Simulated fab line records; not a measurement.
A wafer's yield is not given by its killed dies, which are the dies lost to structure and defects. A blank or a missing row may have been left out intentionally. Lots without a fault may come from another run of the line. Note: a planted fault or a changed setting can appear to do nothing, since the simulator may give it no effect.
Check of tool commonality	flow berkeley_cmos170	14 lots, 42 wafers sampled

== REASON FOR OPENING ==
UCB170_ACTIVE_THK_MEAS_06, reading ACTIVE_NITRIDE_THK: flagged on 2 of 14 lots. No-fault wafers: 218.4 nm, standard deviation 2.
Rule: a lot is flagged in two cases, either no wafer of it has a number, or all its wafers with numbers fall more than 4 standard deviations from that mean. As for the other lots, they are considered sound.

lot	measured	on	ACTIVE_NITRIDE_THK (nm), wafer by wafer	flag
L953	day 5 01:32	film_metro-04	222.2 221.2 220.3	
L954	day 5 07:01	film_metro-03	218.7 218.2 219.1	
L955	day 5 17:08	film_metro-02	219.5 219.1 219.9	
L956	day 5 17:08	film_metro-04	220.0 221.1 220.3	
L957	day 5 17:09	film_metro-03	217.7 219.2 218.0	
L961	day 6 01:05	film_metro-04	219.6 219.8 218.3	
L959	day 6 01:06	film_metro-02	217.3 218.9 219.9	
L958	day 6 01:08	film_metro-02	215.9 214.9 216.9	
L964	day 7 09:37	film_metro-04	218.7 218.4 218.1	
L963	day 7 12:52	film_metro-03	440.6 440.5 440.2	FLAGGED
L967	day 7 17:26	film_metro-03	216.4 219.6 218.1	
L973	day 8 19:19	film_metro-03	434.6 434.6 434.2	FLAGGED
L975	day 9 15:08	film_metro-02	214.6 213.0 214.6	
L976	day 9 22:23	film_metro-03	219.9 219.1 218.2	
On average the flagged lots read 437.4 nm, which is +219.0 nm against the usual, or +99 or more standard deviations.

== TOOL THAT RAN EACH LOT ==
The record keeps 1 process step preceding the reading, out of 331 steps on the route. Read each cell as the tool, then ch plus the chambers that the sampled wafers visited, then the start.
lot	flag	UCB170_ACTIVE_CVD_05
L953		lpcvd-01 ch 1, day 4 23:36
L954		lpcvd-02 ch 1, day 5 05:01
L955		lpcvd-01 ch 0, day 5 15:13
L956		lpcvd-01 ch 0, day 5 15:13
L957		lpcvd-01 ch 1, day 5 15:13
L961		lpcvd-01 ch 0, day 5 23:10
L959		lpcvd-01 ch 1, day 5 23:10
L958		lpcvd-01 ch 1, day 5 23:10
L964		lpcvd-02 ch 1, day 7 07:41
L963	FLAGGED	lpcvd-02 ch 0, day 7 07:41
L967		lpcvd-01 ch 1, day 7 15:31
L973	FLAGGED	lpcvd-02 ch 0, day 8 15:14
L975		lpcvd-01 ch 1, day 9 13:13
L976		lpcvd-01 ch 1, day 9 20:28
These steps, and what they do:
- UCB170_ACTIVE_CVD_05: deposits Si3N4 from SiH2Cl2/NH3, target thk 220 nm, time 3300 s.
- UCB170_ACTIVE_THK_MEAS_06

== FLAGGED AGAINST TOTAL, ONE TOOL AT A TIME (gauges that did the reading follow at the end) ==
step	tool	lots run	flagged	share of the flagged lots	sound lots run after its first flagged lot
UCB170_ACTIVE_CVD_05	lpcvd-01	10	0	none	-
UCB170_ACTIVE_CVD_05	lpcvd-02	4	2	all	0
UCB170_ACTIVE_THK_MEAS_06	film_metro-02	4	0	none	-
UCB170_ACTIVE_THK_MEAS_06	film_metro-03	6	2	all	2 (L967,L976)
UCB170_ACTIVE_THK_MEAS_06	film_metro-04	4	0	none	-

== THE TABLE: WHAT IT ALLOWS ==
Rows of the table that ran all the flagged lots, 2 in number: lpcvd-02 at UCB170_ACTIVE_CVD_05; film_metro-03 at UCB170_ACTIVE_THK_MEAS_06.
- lpcvd-02 at UCB170_ACTIVE_CVD_05: 2 of its 4 lots flagged. It ran its last sound lot, L964, at day 7 07:41 and its first flagged lot, L963, at day 7 07:41: a fault with its onset between the two fits.
- film_metro-03 at UCB170_ACTIVE_THK_MEAS_06: 2 of its 6 lots flagged. Lots that were sound ran on it after the first flagged one (L967, L976); a persistent fault on the entire tool would not allow that.
Just one tool remains: lpcvd-02 at UCB170_ACTIVE_CVD_05.

== WHAT THE SIMULATOR PUT IN ==
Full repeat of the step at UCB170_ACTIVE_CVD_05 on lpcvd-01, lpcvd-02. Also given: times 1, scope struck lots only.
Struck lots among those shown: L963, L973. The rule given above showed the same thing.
